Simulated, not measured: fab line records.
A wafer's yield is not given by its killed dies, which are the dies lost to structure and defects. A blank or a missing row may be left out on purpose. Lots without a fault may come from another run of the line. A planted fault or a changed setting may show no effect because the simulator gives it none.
A struck lot beside a sound one | flow berkeley-cmos170 | 45 out of 331 route steps
Sound: wafers L174.1, L174.3, L174.5. The struck wafers were L191.1, L191.3, L191.5. The cause comes at the end.
At each step with rows: each side's tool, then ch and its chambers, then its first start. Under that, the readings that differ: sound wafers | struck wafers | difference of the means | sigmas: that difference in standard deviations of wafers without a fault.
alike: readings with means less than 2 such deviations apart, plus words and numbers identical on both sides. not compared: withheld readings, readings lacking a value on some wafer, bounds such as >300 that could conceal the same value, and numbers that have no deviation in the record and whose values overlap.
A row with sigmas, a row that says differs or no value, or rows on one side alone: a step with any of these is where the two part. When numbers do not overlap yet have no deviation, they are printed without sigmas and do not part them. A reading that every wafer of one side lacks parts them only if that side has two wafers or more.

UCB170_PLDD_STRIP_10: strips in O2.
  sound on plasma-asher-03 ch 0,1, day 7 06:54; struck on plasma-asher-03 ch 0,1, day 11 01:46
  alike: drypump-motor-current-A, oes-product-au, strip-time-to-endpoint-s
  not compared: rf-hours-counter-h
UCB170_PLDD_TW_MEAS_11:
  struck on film-metro-02, day 11 01:52; sound on film-metro-01, day 7 07:00
  alike: PLDD_TW
then, 7 steps without rows for these wafers: UCB170_PLDD_CLEAN_12 (cleans in SPM, time 600 s); UCB170_NLDD_HMDS_00 (prime time 60 s); UCB170_NLDD_COAT_01 (resist thk 900 nm); UCB170_NLDD_SOFTBAKE_02 (time 60 s); UCB170_NLDD_EXPOSE_03 (exposes mask NSELECT, target cd 1200 nm); UCB170_NLDD_PEB_04; UCB170_NLDD_DEVELOP_05 (develop time 45 s).
UCB170_NLDD_CD_MEAS_06: the cd target is 1200 nm.
  struck on cd-sem-01, day 11 03:05; sound on cd-sem-01, day 7 08:47
  alike: cd-nm
UCB170_NLDD_OVL_MEAS_07:
  struck on overlay-02, day 11 03:12; sound on overlay-02, day 7 08:55
  reading       | sound | struck   | difference | sigmas
  NLDD_OVL (nm) | 2 5 2 | -6 -7 -8 | -10        | -2
then, 1 step without rows for these wafers: UCB170_NLDD_IMPLANT_08.
UCB170_NLDD_IMPLANT_09:
  sound on implanter-04 ch 0, day 7 09:06; struck on implanter-04 ch 0, day 11 03:23
  alike: faraday-current-uA
UCB170_NLDD_STRIP_10: strips in O2.
  sound on plasma-asher-04 ch 0,1, day 7 09:15; struck on plasma-asher-04 ch 0,1, day 11 03:32
  alike: drypump-motor-current-A, oes-product-au, strip-time-to-endpoint-s
  not compared: rf-hours-counter-h
UCB170_NLDD_TW_MEAS_11:
  struck on film-metro-02, day 11 03:38; sound on film-metro-01, day 7 09:21
  reading | sound          | struck         | difference | sigmas
  NLDD_TW | 2235 2230 2236 | 2202 2181 2199 | -40        | -3
then, 1 step without rows for these wafers: UCB170_NLDD_CLEAN_12 (cleans in SPM, time 600 s).
UCB170_SPACER_CVD_00: deposits SiO2 from TEOS/O2, target thk 376 nm, time 47 s.
  sound on pecvd-04 ch 0,1, day 7 09:35; struck on pecvd-04 ch 0,1, day 11 03:52
  alike: heater-power-w
UCB170_SPACER_THK_MEAS_01:
  struck on film-metro-04, day 11 03:56; sound on film-metro-02, day 7 09:41
  alike: SPACER_TEOS_THK
then, 1 step without rows for these wafers: UCB170_SPACER_ANNEAL_02 (time 1800 s).
UCB170_SPACER_ETCHBACK_03: etches SiO2 in CHF3/CF4/Ar, stops on Si, target depth 376 nm, time 100 s.
  sound on rie-diel-04 ch 2,3, day 7 16:24; struck on rie-diel-04 ch 2,3, day 11 09:25
  alike: CHF3_flow_sccm, drypump-motor-current-A, oes-product-au, throttle-valve-pct
  not compared: rf-hours-counter-h
then, 6 steps without rows for these wafers: UCB170_PSD_HMDS_00 (prime time 60 s); UCB170_PSD_COAT_01 (resist thk 900 nm); UCB170_PSD_SOFTBAKE_02 (time 60 s); UCB170_PSD_EXPOSE_03 (exposes mask PSELECT MOD, target cd 1200 nm); UCB170_PSD_PEB_04; UCB170_PSD_DEVELOP_05 (develop time 45 s).
UCB170_PSD_CD_MEAS_06: the cd target is 1200 nm.
  struck on cd-sem-01, day 11 11:14; sound on cd-sem-01, day 7 17:56
  alike: cd-nm
UCB170_PSD_OVL_MEAS_07:
  struck on overlay-01, day 11 11:22; sound on overlay-02, day 7 18:03
  alike: PSD_OVL
then, 1 step without rows for these wafers: UCB170_PSD_IMPLANT_08.
UCB170_PSD_STRIP_09: strips in O2.
  sound on plasma-asher-03 ch 0,1, day 7 18:14; struck on plasma-asher-04 ch 0,1, day 11 11:32
  alike: drypump-motor-current-A, oes-product-au, strip-time-to-endpoint-s
  not compared: rf-hours-counter-h
UCB170_PSD_TW_MEAS_10:
  struck on film-metro-03, day 11 11:38; sound on film-metro-01, day 7 18:20
  alike: PSD_TW
then, 7 steps without rows for these wafers: UCB170_PSD_CLEAN_11 (cleans in SPM, time 600 s); UCB170_NSD_HMDS_00 (prime time 60 s); UCB170_NSD_COAT_01 (resist thk 900 nm); UCB170_NSD_SOFTBAKE_02 (time 60 s); UCB170_NSD_EXPOSE_03 (exposes mask NSELECT MOD, target cd 1200 nm); UCB170_NSD_PEB_04; UCB170_NSD_DEVELOP_05 (develop time 45 s).
UCB170_NSD_CD_MEAS_06: the cd target is 1200 nm.
  struck on cd-sem-02, day 11 15:09; sound on cd-sem-02, day 7 19:40
  alike: cd-nm
UCB170_NSD_OVL_MEAS_07:
  struck on overlay-02, day 11 15:16; sound on overlay-02, day 7 19:47
  alike: NSD_OVL
then, 2 steps without rows for these wafers: UCB170_NSD_IMPLANT_08; UCB170_NSD_STRIP_09 (strips in O2).
UCB170_SDANNEAL_RS_MEAS_05: measurement is done with a four-point probe.
  struck on film-metro-02, day 11 17:40; sound on film-metro-02, day 7 21:43
  reading          | sound             | struck            | difference | sigmas
  NLDD_RS (ohm/sq) | 614.2 614.6 614.8 | 627.5 627.7 627.3 | +13.0      | +9
  not compared: hold
UCB170_SILICIDE_PRE_CLEAN_00: preclean etch time 60 s.
  struck on pvd-sputter-04, day 11 18:38; sound on pvd-sputter-02, day 7 21:50
  reading | sound | struck                                                                     | difference                   | sigmas
  hold    | - - - | await-dispo/0.8h/release await-dispo/0.8h/release await-dispo/0.8h/release | no value on the sound wafers |
UCB170_M3_PROBE_99:
  sound wafers here have rows in the record (prober-02, day 8 23:01); struck ones have none

WHERE THEY PART
First at UCB170_NLDD_OVL_MEAS_07; last, within this record, at UCB170_M3_PROBE_99.

WHY: whatever the simulator had introduced
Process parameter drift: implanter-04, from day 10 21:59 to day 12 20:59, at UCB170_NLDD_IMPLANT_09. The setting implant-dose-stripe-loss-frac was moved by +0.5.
